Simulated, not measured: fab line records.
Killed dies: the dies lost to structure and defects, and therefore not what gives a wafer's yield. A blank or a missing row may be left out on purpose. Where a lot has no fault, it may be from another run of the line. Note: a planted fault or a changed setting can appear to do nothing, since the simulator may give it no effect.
2 desks looking at one fault | flow ritCmos | only its own numbers are on each desk; what lay behind them is given at the end

== METROLOGY DESK ==
Lot by lot, what the gauges showed, no matter which tool ran the lot: averages of those sampled wafers that carry a number. A lot is out of limits, marked OUT, if its mean lies more than 4 standard deviations from the usual mean; the brackets give that distance.
Columns: A = cdNm at RIT_M1_CD_MEAS_09, usual 2600.1 nm; B = M1_OVL at RIT_M1_OVL_MEAS_10, usual 0.5 nm; C = cdNm at RIT_M1_CD_MEAS_90, usual 2599 nm; D = M1_BOW at RIT_M1_BOW_MEAS_16, usual 16 um
lot  | first seen here | A      | B    | C    | D
L660 | day 3 08:20     | 2599.8 | 1.7  | 2597 | 15
L661 | day 3 12:59     | 2599.8 | 0.6  | 2599 | 18
L662 | day 3 21:08     | 2600.5 | -0.9 | 2604 | 11
L664 | day 4 04:28     | 2598.2 | 0.7  | 2596 | 12
L665 | day 4 11:53     | 2601.6 | 0.8  | 2603 | 16
L666 | day 4 14:25     | 2600.6 | -0.6 | 2599 | 17
L667 | day 4 19:17     | 2599.5 | -1.9 | 2597 | 15
Result from this desk: across the 7 lots, nothing is out of limits.

== AT THE TOOL OWNER'S DESK: furnace-02 ==
Per lot that ran on this tool, the mean of the sampled wafers carrying a number, from the tool's own readings at RIT_M1_ANNEAL_15 (time 1800 s). A lot is out of limits, marked OUT, if its mean lies more than 4 standard deviations from the usual mean; the brackets give that distance.
Columns: A = spikeTcCentreC at RIT_M1_ANNEAL_15, usual 451.8 C
lot  | first seen here | A
L660 | day 3 09:25     | 451.1
L661 | day 3 14:02     | 451.1
L662 | day 3 22:11     | 451.7
L664 | day 4 05:29     | 452.5
L665 | day 4 12:56     | 452.1
L666 | day 4 18:29     | 451.4
L667 | day 4 20:20     | 452.0
Result from this desk: across the 7 lots, nothing is out of limits.

== TAKEN TOGETHER ==
Metrology desk: nothing out of limits seen.
The tool owner's desk saw nothing out of limits.

== WHAT THE SIMULATOR PUT IN ==
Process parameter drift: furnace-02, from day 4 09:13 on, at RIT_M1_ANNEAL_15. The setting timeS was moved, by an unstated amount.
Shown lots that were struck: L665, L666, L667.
